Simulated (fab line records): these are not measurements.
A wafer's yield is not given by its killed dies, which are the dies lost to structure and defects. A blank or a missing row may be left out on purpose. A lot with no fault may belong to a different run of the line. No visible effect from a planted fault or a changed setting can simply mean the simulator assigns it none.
Split-lot study ; flow rit-cmos ; on a route of 202 steps: 5 lots, 23 wafers read

## SPLIT DETAILS
At RIT_SILICIDE_SPUTTER_01 (material Ti, target thk 30 nm, time 240 s), the setting power-w was moved away from the recipe's 350 W on 6 of the 23 wafers read, by -5.4% to +8.2%. The other wafers ran this setting at the recipe's value.

## THE PATH FROM SPLIT TO READING: the file shows 1 step between them
- RIT_SILICIDE_RS_MEAS_02: measures by four-point-probe

## THE READING
SILICIDE_TI_THK, in nm, at RIT_SILICIDE_THK_MEAS_03 (measures by xrf). Fault-free wafers of this fab line usually give 29.6 nm, standard deviation 0.32 nm.

wafer;tool, chamber at the split;power-w as run, W;against the recipe;SILICIDE_TI_THK, nm;against lot-mates on the recipe
L075.1;pvd-sputter-04, -;350;recipe;29.9;-
L075.4;pvd-sputter-04, -;350;recipe;29.9;-
L075.6;pvd-sputter-04, -;350;recipe;30.0;-
L080.1;pvd-sputter-03, -;378.6;+8.2%;32.1;+2.8
L080.2;pvd-sputter-03, -;378.6;+8.2%;31.9;+2.6
L080.3;pvd-sputter-03, -;350;recipe;28.9;-
L080.4;pvd-sputter-03, -;350;recipe;29.3;-
L080.5;pvd-sputter-03, -;350;recipe;29.6;-
L083.1;pvd-sputter-04, -;350;recipe;29.6;-
L083.2;pvd-sputter-04, -;331;-5.4%;28.4;-1.3
L083.3;pvd-sputter-04, -;350;recipe;29.8;-
L083.4;pvd-sputter-04, -;350;recipe;29.7;-
L083.5;pvd-sputter-04, -;331;-5.4%;28.6;-1.1
L084.1;pvd-sputter-03, -;365.2;+4.3%;31.2;+1.7
L084.2;pvd-sputter-03, -;350;recipe;29.8;-
L084.3;pvd-sputter-03, -;365.2;+4.3%;31.3;+1.8
L084.4;pvd-sputter-03, -;350;recipe;29.3;-
L084.5;pvd-sputter-03, -;350;recipe;29.3;-
L085.1;pvd-sputter-04, -;350;recipe;29.7;-
L085.2;pvd-sputter-04, -;350;recipe;29.0;-
L085.3;pvd-sputter-04, -;350;recipe;29.1;-
L085.4;pvd-sputter-04, -;350;recipe;29.2;-
L085.6;pvd-sputter-04, -;350;recipe;29.7;-

THE FIT
A straight line over all 23 wafers: SILICIDE_TI_THK changes by +0.283 nm for each +1% of power-w; r = +0.93; the points scatter about the line by 0.36 nm.
The same after taking each lot's own level away (the mean of its wafers on the recipe; 23 wafers): +0.312 nm for each +1%; r = +0.96; scatter 0.28 nm.
Per that fit: largest power-w move, reading shift of 2.5 nm.
Across the lots, their own levels run from 29.27 to 29.93 nm, a range of 2.1 times the standard deviation given above.
The two slopes are in agreement: the lot-to-lot level therefore moves the slope only a little.
Check: +2.56 nm against its lot-mates is what the line predicts for one of the wafers moved furthest among these (+8.2%) when that wafer is left out of the fit. It came out at +2.83 nm against them.

## OTHER SPLITS APPLIED TO THESE WAFERS
Before the reading, these wafers also passed through other splits. Each is held against what the fit with the lots' levels taken away leaves over:
other split on the same wafers;wafers away from the commonest value;r with SILICIDE_TI_THK (lot level and that fit taken away)
RIT_NSD_SOFTBAKE_02 temp-c;12;-0.33

## THE WHOLE CHAIN: every reading that the file lists as answering this split, in the file's order
step;what it does;reading;change (the file's fit);r (the file's)
RIT_SILICIDE_SPUTTER_01;material Ti, target thk 30 nm, time 240 s;Ti_of_SILICIDE_SPUTTER_01.thk-nm (the simulator's own value, which no gauge read);+0.317 nm for each +1% of the setting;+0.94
RIT_SILICIDE_RS_MEAS_02;measures by four-point-probe;SILICIDE_TI_RS;-0.618 for each +1% of the setting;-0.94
RIT_SILICIDE_THK_MEAS_03;measures by xrf;SILICIDE_TI_THK;+0.317 for each +1% of the setting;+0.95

## THE FILE'S OWN FIT
SILICIDE_TI_THK changes by +0.317 nm for each +1% of power-w, r = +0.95.
